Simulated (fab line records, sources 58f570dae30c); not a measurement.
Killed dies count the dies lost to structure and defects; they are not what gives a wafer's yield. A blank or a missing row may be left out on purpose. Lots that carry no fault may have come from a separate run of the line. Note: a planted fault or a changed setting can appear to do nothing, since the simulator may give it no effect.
Which tool was responsible? || flow berkeley-cmos170 || 14 lots, 42 wafers sampled, at 3 steps of a route of 331

## WHAT THE GAUGES READ, wafer by wafer
UCB170_GATE_CD_MEAS_90 targets a cd of 350 nm.
{"lot": "L739", "measured": "day 7 12:18", "on": "cd-sem-02", "cd-nm (nm)": "348.6 349.9 349.9"}
{"lot": "L740", "measured": "day 8 03:58", "on": "cd-sem-02", "cd-nm (nm)": "349.2 349.9 348.5"}
{"lot": "L743", "measured": "day 8 04:13", "on": "cd-sem-02", "cd-nm (nm)": "349.8 349.6 351.3"}
{"lot": "L744", "measured": "day 8 04:49", "on": "cd-sem-02", "cd-nm (nm)": "350.3 348.4 349.5"}
{"lot": "L741", "measured": "day 8 05:03", "on": "cd-sem-02", "cd-nm (nm)": "351.6 352.1 350.8"}
{"lot": "L745", "measured": "day 8 18:56", "on": "cd-sem-02", "cd-nm (nm)": "352.7 351.0 352.4"}
{"lot": "L746", "measured": "day 8 19:11", "on": "cd-sem-02", "cd-nm (nm)": "352.9 350.7 350.7"}
{"lot": "L749", "measured": "day 9 02:28", "on": "cd-sem-02", "cd-nm (nm)": "348.7 348.9 349.5"}
{"lot": "L750", "measured": "day 9 10:44", "on": "cd-sem-02", "cd-nm (nm)": "348.7 347.9 349.0"}
{"lot": "L753", "measured": "day 10 08:53", "on": "cd-sem-02", "cd-nm (nm)": "350.5 348.8 350.3"}
{"lot": "L752", "measured": "day 10 09:02", "on": "cd-sem-02", "cd-nm (nm)": "351.6 351.4 350.2"}
{"lot": "L757", "measured": "day 11 10:29", "on": "cd-sem-02", "cd-nm (nm)": "351.3 349.4 349.5"}
{"lot": "L759", "measured": "day 11 10:47", "on": "cd-sem-02", "cd-nm (nm)": "350.1 349.9 350.0"}
{"lot": "L760", "measured": "day 11 19:12", "on": "cd-sem-01", "cd-nm (nm)": "352.2 351.8 353.8"}

UCB170_V2_CD_MEAS_90 targets a cd of 700 nm.
{"lot": "L739", "measured": "day 9 09:50", "on": "cd-sem-02", "cd-nm (nm)": "698.9 701.4 698.0"}
{"lot": "L740", "measured": "day 10 02:04", "on": "cd-sem-01", "cd-nm (nm)": "699.8 699.1 700.9"}
{"lot": "L743", "measured": "day 10 02:20", "on": "cd-sem-01", "cd-nm (nm)": "697.4 697.1 696.5"}
{"lot": "L744", "measured": "day 10 06:04", "on": "cd-sem-02", "cd-nm (nm)": "698.4 698.5 697.5"}
{"lot": "L741", "measured": "day 10 05:42", "on": "cd-sem-02", "cd-nm (nm)": "699.2 699.7 701.0"}
{"lot": "L745", "measured": "day 10 16:36", "on": "cd-sem-01", "cd-nm (nm)": "698.9 700.2 699.2"}
{"lot": "L746", "measured": "day 10 20:02", "on": "cd-sem-02", "cd-nm (nm)": "702.1 701.0 701.1"}
{"lot": "L749", "measured": "day 10 20:52", "on": "cd-sem-01", "cd-nm (nm)": "703.1 701.5 702.3"}
{"lot": "L750", "measured": "day 11 03:50", "on": "cd-sem-01", "cd-nm (nm)": "700.6 699.0 700.7"}
{"lot": "L753", "measured": "day 11 18:53", "on": "cd-sem-02", "cd-nm (nm)": "699.4 697.7 698.5"}
{"lot": "L752", "measured": "day 11 20:31", "on": "cd-sem-02", "cd-nm (nm)": "701.9 702.2 702.2"}
{"lot": "L757", "measured": "day 12 23:47", "on": "cd-sem-02", "cd-nm (nm)": "698.3 698.9 698.1"}
{"lot": "L759", "measured": "day 12 22:28", "on": "cd-sem-01", "cd-nm (nm)": "700.0 698.9 699.6"}
{"lot": "L760", "measured": "day 13 07:20", "on": "cd-sem-02", "cd-nm (nm)": "699.5 698.2 697.2"}

UCB170_M3_RS_MEAS_02: uses a four-point probe to measure.
{"lot": "L739", "measured": "day 9 10:06", "on": "film-metro-02", "M3_AL_RS (ohm/sq)": "0.0314 0.0314 0.0317"}
{"lot": "L740", "measured": "day 10 02:20", "on": "film-metro-03", "M3_AL_RS (ohm/sq)": "0.0323 0.0324 0.0326"}
{"lot": "L743", "measured": "day 10 02:36", "on": "film-metro-02", "M3_AL_RS (ohm/sq)": "0.0319 0.0317 0.0317"}
{"lot": "L744", "measured": "day 10 06:20", "on": "film-metro-03", "M3_AL_RS (ohm/sq)": "0.0320 0.0318 0.0321"}
{"lot": "L741", "measured": "day 10 05:58", "on": "film-metro-03", "M3_AL_RS (ohm/sq)": "0.0322 0.0326 0.0322"}
{"lot": "L745", "measured": "day 10 16:52", "on": "film-metro-03", "M3_AL_RS (ohm/sq)": "0.0322 0.0326 0.0323"}
{"lot": "L746", "measured": "day 10 20:19", "on": "film-metro-02", "M3_AL_RS (ohm/sq)": "0.0319 0.0321 0.0319"}
{"lot": "L749", "measured": "day 10 21:08", "on": "film-metro-02", "M3_AL_RS (ohm/sq)": "0.0316 0.0318 0.0318"}
{"lot": "L750", "measured": "day 11 04:06", "on": "film-metro-01", "M3_AL_RS (ohm/sq)": "0.0323 0.0322 0.0318"}
{"lot": "L753", "measured": "day 11 19:10", "on": "film-metro-03", "M3_AL_RS (ohm/sq)": "0.0324 0.0326 0.0322"}
{"lot": "L752", "measured": "day 11 20:47", "on": "film-metro-02", "M3_AL_RS (ohm/sq)": "0.0326 0.0323 0.0324"}
{"lot": "L757", "measured": "day 13 00:03", "on": "film-metro-03", "M3_AL_RS (ohm/sq)": "0.0320 0.0321 0.0320"}
{"lot": "L759", "measured": "day 12 22:44", "on": "film-metro-03", "M3_AL_RS (ohm/sq)": "0.0325 0.0327 0.0327"}
{"lot": "L760", "measured": "day 13 07:37", "on": "film-metro-03", "M3_AL_RS (ohm/sq)": "0.0325 0.0323 0.0327"}

## WHAT TOOL EACH LOT RAN ON (gives the tool, then ch and the chambers of the sampled wafers, and finally the start)
Record: no process step prior to these readings.

## WHAT THE TOOLS THEMSELVES READ (means of the sampled wafers that have a number; where no wafer has one, the mark that the record gives instead)
The record holds no such reading with a usual standard deviation.

## THE ANSWER, worked out from the rows above alone
Rule: usual is defined by the lots themselves. Put in order of their means at a reading, lots are off if they are a third of the lots or fewer, leave a main group of 4 or more, and stand apart from it by a gap of 3 or more times the standard deviation of the main group's means; of several such gaps the widest counts. If all means in a main group match to the digits the tables above print for the reading, that group is not used. A lot without any number at a reading at which 4 lots or more have one is off too. Any other lot the step has rows for is counted as sound. First the gauges in route order, then the tools' own readings, where a lot's mean is used as printed above. At the first step where some lot is off, the reading lying furthest off is the one used; lots without a number count as furthest.
Nothing can be told from this: no lot is off at any reading shown.

## WHAT HAD BEEN PUT IN BY THE SIMULATOR
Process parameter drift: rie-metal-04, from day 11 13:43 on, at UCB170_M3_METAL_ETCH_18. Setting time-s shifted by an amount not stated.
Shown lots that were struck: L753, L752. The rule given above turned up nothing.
